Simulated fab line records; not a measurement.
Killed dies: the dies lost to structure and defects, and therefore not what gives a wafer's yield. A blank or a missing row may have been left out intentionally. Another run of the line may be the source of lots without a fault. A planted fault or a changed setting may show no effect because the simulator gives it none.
Problem report in the 8D (eight disciplines) form, filled by code + flow rit cmos + the parts of the form that need people (team, actions taken, sign-off) are left out

== 1. THE ISSUE ==
Wafers without a fault read 0.0 with a standard deviation of 0.22, while killed at contacts at RIT_M1_PROBE_99 averages 33.7 across 3 wafers of 1 lot. That is +99 or more standard deviations from the usual mean.
First seen on wafer L903.1, day 5 21:31, on prober-02. The record holds 3 wafers of 1 lot with a number at this step. By rule, "out" or "out of limits" means more than 4 standard deviations away from the usual mean. The other wafers with a number count as sound.

== 2. WHAT IT IS, WHAT IT ISN'T ==
| question                    | is                              | is not                                                             |
|-----------------------------|---------------------------------|--------------------------------------------------------------------|
| which readings at this step | killed at contacts, killed dies | killed_at_M0_to_M3, killed at front end, killed open, killed short |
| which lots                  | L903                            | -                                                                  |
| which wafers of those lots  | all that have a number          | -                                                                  |
| read on which tools         | prober-02                       | -                                                                  |
| when                        | from day 5 21:31                | up to then (0 sound wafers)                                        |

== 3. SUSPECTS, AND WHAT RULES EACH OUT ==
Counting: a tool at any process step up to the reading remains a suspect when it ran all the lots that are out and ran no sound lot after the first of those.
- wet bench-03 at RIT_CONTACT_CLEAN_14 (cleans in SC2, time 600 s): kept. It ran the lot that is out, L903 (day 5 16:27), and no sound lot after that.
- prober-02 at RIT_M1_PROBE_99: kept. It ran the lot that is out, L903 (day 5 21:31), and no sound lot after that. Its own readings are out on those wafers: killed at contacts, killed dies.
After counting, wet bench-03 at RIT_CONTACT_CLEAN_14 and prober-02 at RIT_M1_PROBE_99 remain.

== 4. THE CAUSE (what the simulator had put in) ==
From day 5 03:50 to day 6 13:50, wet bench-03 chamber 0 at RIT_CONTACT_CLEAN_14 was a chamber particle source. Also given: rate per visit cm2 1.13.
After counting, 2 suspects remain, this tool included.

== 5. THE CHAIN OF EFFECTS, in route order ==
Each row: a reading where the mean over the struck wafers with a number is more than 3 standard deviations away from the usual. Scope: only readings with a usual standard deviation given in the record; hours: median across lots of the time from each lot's start at the first step in this table that gives one to its start at this step; sigmas: change in usual standard deviations.
| hours | step            | reading            | usual | on struck wafers | change | sigmas      |
|-------|-----------------|--------------------|-------|------------------|--------|-------------|
| 0     | RIT_M1_PROBE_99 | killed at contacts | 0.0   | 33.7             | +33.7  | +99 or more |
| 0     | RIT_M1_PROBE_99 | killed dies        | 7     | 38               | +31    | +9.7        |
The process steps in it:
- RIT_M1_PROBE_99

== 6. WHAT WOULD HAVE CAUGHT IT SOONER ==
First out-of-limits reading in this record: day 5 21:31, which is 18 hours after fault onset at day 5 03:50.
An alarm limit of 4 standard deviations would not have fired on the tool readings at RIT_CONTACT_CLEAN_14 for which the record gives a usual standard deviation, since none of them was out on any struck wafer.
The start of RIT_CONTACT_CLEAN_14 on wet bench-03 came by day 5 21:31 for every one of the lots that are out (1). A hold on the tool at that time would have spared none of them.
